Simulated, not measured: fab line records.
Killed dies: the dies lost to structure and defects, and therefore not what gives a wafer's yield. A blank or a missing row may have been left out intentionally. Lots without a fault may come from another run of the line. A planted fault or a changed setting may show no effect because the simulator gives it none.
Which tool was responsible? ; flow berkeley cmos170 ; Sampling: 14 lots, 42 wafers, 4 of 331 route steps

WHAT THE GAUGES READ, wafer by wafer
UCB170_START_BOW_MEAS_00.
lot;measured;on;INCOMING_BOW (um)
L710;day 1 10:01;film metro-01;9 16 -1
L712;day 1 20:00;film metro-03;13 1 -11
L714;day 2 06:01;film metro-02;0 3 -2
L715;day 2 11:00;film metro-01;9 -6 5
L718;day 3 02:00;film metro-03;2 0 -2
L720;day 3 12:00;film metro-02;-8 4 1
L721;day 3 17:02;film metro-03;-1 -10 -3
L722;day 3 22:01;film metro-03;6 -1 -2
L723;day 4 03:02;film metro-02;7 -8 -5
L724;day 4 08:00;film metro-03;-7 -4 0
L725;day 4 13:02;film metro-03;-9 0 -2
L728;day 5 04:01;film metro-02;5 -19 8
L732;day 6 00:01;film metro-02;-12 2 -6
L733;day 6 05:00;film metro-01;10 3 -2

UCB170_NWELL_THK_MEAS_02.
lot;measured;on;NWELL_OXIDE_THK (nm)
L710;day 2 04:45;film metro-01;26.0 26.1 25.8
L712;day 2 13:11;film metro-03;26.3 26.0 26.0
L714;day 2 22:53;film metro-03;27.1 26.8 27.0
L715;day 3 09:41;film metro-04;27.0 26.7 26.5
L718;day 3 17:43;film metro-03;26.3 26.3 26.3
L720;day 4 07:35;film metro-01;26.2 26.0 26.6
L721;day 4 14:51;film metro-01;27.3 26.8 27.5
L722;day 4 14:50;film metro-04;26.6 26.9 26.2
L723;day 5 00:59;film metro-04;26.0 25.7 25.9
L724;day 5 00:58;film metro-01;26.3 25.7 25.9
L725;day 5 12:55;film metro-04;26.4 26.5 26.2
L728;day 6 06:46;film metro-04;26.8 26.8 26.7
L732;day 6 17:18;film metro-03;25.5 25.7 25.8
L733;day 6 23:34;film metro-01;27.1 26.8 27.0

UCB170_PFIELD_OVL_MEAS_06.
lot;measured;on;PFIELD_OVL (nm)
L710;day 4 18:50;overlay-02;-9 -8 -6
L712;day 5 12:11;overlay-01;-1 -8 -7
L714;day 6 02:56;overlay-01;-4 -10 -12
L715;day 6 12:52;overlay-02;0 -8 -8
L718;day 6 12:05;overlay-01;-5 -2 -5
L720;day 7 09:35;overlay-02;-18 -16 -9
L721;day 7 10:35;overlay-01;-8 -5 -4
L722;day 7 10:52;overlay-02;-5 -2 2
L723;day 7 18:46;overlay-01;-9 -9 -9
L724;day 7 19:01;overlay-01;-11 -12 -12
L725;day 8 12:09;overlay-02;-8 -13 -9
L728;day 9 01:02;overlay-02;-8 -5 1
L732;day 9 12:58;overlay-02;1 6 -2
L733;day 9 20:58;overlay-01;1 5 6

EACH LOT AND THE TOOL THAT RAN IT (in order: tool; ch and the chambers of the sampled wafers; start)
lot;UCB170_WELLDRIVE_CLEAN_00
L710;wet bench-03 ch 3, day 3 16:38
L712;wet bench-04 ch 2, day 4 02:38
L714;wet bench-03 ch 2, day 4 12:10
L715;wet bench-04 ch 2, day 5 03:38
L718;wet bench-04 ch 1, day 5 03:38
L720;wet bench-04 ch 0, day 6 02:41
L721;wet bench-04 ch 2, day 6 02:41
L722;wet bench-04 ch 3, day 6 02:41
L723;wet bench-03 ch 2, day 6 13:14
L724;wet bench-04 ch 2, day 6 13:36
L725;wet bench-03 ch 3, day 7 03:56
L728;wet bench-04 ch 2, day 7 16:29
L732;wet bench-03 ch 0, day 8 05:08
L733;wet bench-04 ch 0, day 8 11:34
- UCB170_WELLDRIVE_CLEAN_00: cleans in SPM, time 600 s.

AS READ BY THE TOOLS THEMSELVES (means over the sampled wafers that have a number; for cases with no such wafer, the mark the record gives instead)
UCB170_WELLDRIVE_CLEAN_00.
lot;tool;bath guard temp C (C);bath heat duty pct (%)
L710;wet bench-03;119.84;12.0
L712;wet bench-04;119.90;13.4
L714;wet bench-03;120.20;13.6
L715;wet bench-04;119.73;13.8
L718;wet bench-04;119.89;13.3
L720;wet bench-04;119.79;13.8
L721;wet bench-04;119.96;12.8
L722;wet bench-04;120.23;14.9
L723;wet bench-03;-;-
L724;wet bench-04;-;-
L725;wet bench-03;119.88;12.2
L728;wet bench-04;119.56;13.0
L732;wet bench-03;119.95;13.5
L733;wet bench-04;119.91;13.8

THE ANSWER, worked out from the rows above alone
Rule: what is usual is taken from the lots themselves. Put in order of their means at a reading, lots are off if they are a third of the lots or fewer, leave a main group of 4 or more, and stand apart from it by a gap of 3 or more times the standard deviation of the main group's means; of several such gaps the widest counts. The tables above print the reading to a certain number of digits; a main group whose means all agree to those digits is not used. A lot without any number at a reading at which 4 lots or more have one is off too. All remaining lots with rows at the step are treated as sound. Order of review: gauges by route order, followed by the tools' own readings, for which a lot's mean as printed above is used. The first step at which some lot is off is used, and at that step the reading that is off furthest; a lot without a number counts as furthest.
Off: L723, L724 (UCB170_WELLDRIVE_CLEAN_00, bath guard temp C). Without a number there: L723, L724. The main group has a mean of 119.90 C with a standard deviation of 0.17.
If a tool, at that step or one of the process steps before it, ran each lot that is off and ran no sound lot following the first of them, it fits. No candidate that was tried fits.

WHAT THE SIMULATOR HAD PUT IN
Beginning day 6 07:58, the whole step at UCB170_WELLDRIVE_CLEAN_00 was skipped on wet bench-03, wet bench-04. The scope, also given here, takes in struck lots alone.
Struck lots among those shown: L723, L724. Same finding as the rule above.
